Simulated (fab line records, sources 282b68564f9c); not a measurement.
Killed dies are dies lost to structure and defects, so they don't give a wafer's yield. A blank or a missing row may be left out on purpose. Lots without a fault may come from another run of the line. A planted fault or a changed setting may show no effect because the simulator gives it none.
One fault seen from 2 desks | flow rit_cmos | each desk has only its own numbers; what lay behind them comes last

THE TOOL OWNER'S DESK: lpcvd-02
The tool's own readings at RIT_ACTIVE_CVD_03 (deposits Si3N4 from SiH2Cl2/NH3, target thk 150 nm, time 1500 s): means of the sampled wafers that have a number, for each lot that ran on this tool. A lot is out of limits, marked OUT, if its mean lies more than 4 standard deviations from the usual mean; the brackets give that distance.
Columns: A = sih2cl2_flow_sccm at RIT_ACTIVE_CVD_03, usual 60.00 sccm; B = spike_tc_centre_C at RIT_ACTIVE_CVD_03, usual 811.4 C; C = spike_tc_load_C at RIT_ACTIVE_CVD_03, usual 832.9 C; D = zone_power_centre_pct at RIT_ACTIVE_CVD_03, usual 36 %
lot  | first seen here | A     | B                | C                | D
L720 | day 1 12:34     | 59.95 | 813.0            | 838.5            | 40
L733 | day 4 08:06     | 60.08 | 822.0 (+8.1) OUT | 845.3 (+4.8) OUT | 40
This desk's finding: out of limits on L733; first on L733, day 4 08:06 (spike_tc_centre_C at RIT_ACTIVE_CVD_03). In limits: L720.

THE METROLOGY DESK
What the gauges read, lot by lot, whatever tool the lot ran on: means of the sampled wafers that have a number. A lot is out of limits, marked OUT, if its mean lies more than 4 standard deviations from the usual mean; the brackets give that distance.
Columns: A = ACTIVE_NITRIDE_THK at RIT_ACTIVE_THK_MEAS_04, usual 149.8 nm; B = PWELL_TW at RIT_PWELL_TW_MEAS_10, usual 946; C = M1_BOW at RIT_M1_BOW_MEAS_16, usual 17 um
lot  | first seen here | A               | B   | C
L720 | day 1 13:59     | 149.7           | 950 | 11
L721 | day 1 21:05     | 148.5           | 947 | 19
L722 | day 2 00:44     | 150.4           | 941 | 19
L723 | day 2 05:37     | 152.7           | 947 | 9
L724 | day 2 09:32     | 150.7           | 944 | 13
L726 | day 2 19:32     | 150.5           | 938 | 13
L733 | day 4 09:32     | 185.7 (+26) OUT | 957 | 23
L734 | day 4 12:39     | 150.6           | 937 | 21
L735 | day 4 17:51     | 149.4           | 956 | 13
L738 | day 5 09:28     | 150.0           | 942 | 25
L739 | day 5 14:34     | 150.3           | 947 | 19
L740 | day 5 21:07     | 150.1           | 946 | 16
L742 | day 6 04:08     | 150.4           | 942 | 21
This desk's finding: out of limits on L733; first on L733, day 4 09:32 (ACTIVE_NITRIDE_THK at RIT_ACTIVE_THK_MEAS_04). In limits: L720, L721, L722, L723, L724, L726, L734, L735, L738, L739, L740, L742.

PUT TOGETHER
The tool owner's desk could have raised an alarm at day 4 08:06, on L733.
The metrology desk could have raised an alarm at day 4 09:32, on L733.
Of the lots named, all ran RIT_ACTIVE_CVD_03 on lpcvd-02.

WHAT THE SIMULATOR HAD PUT IN
Process parameter drift: lpcvd-02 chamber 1, from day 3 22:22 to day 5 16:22, at RIT_ACTIVE_CVD_03. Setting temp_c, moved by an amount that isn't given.
Lots struck among those shown: L733.
Hours from the fault's start to each desk's first reading out of limits: the tool owner's desk, 10; the metrology desk, 11.
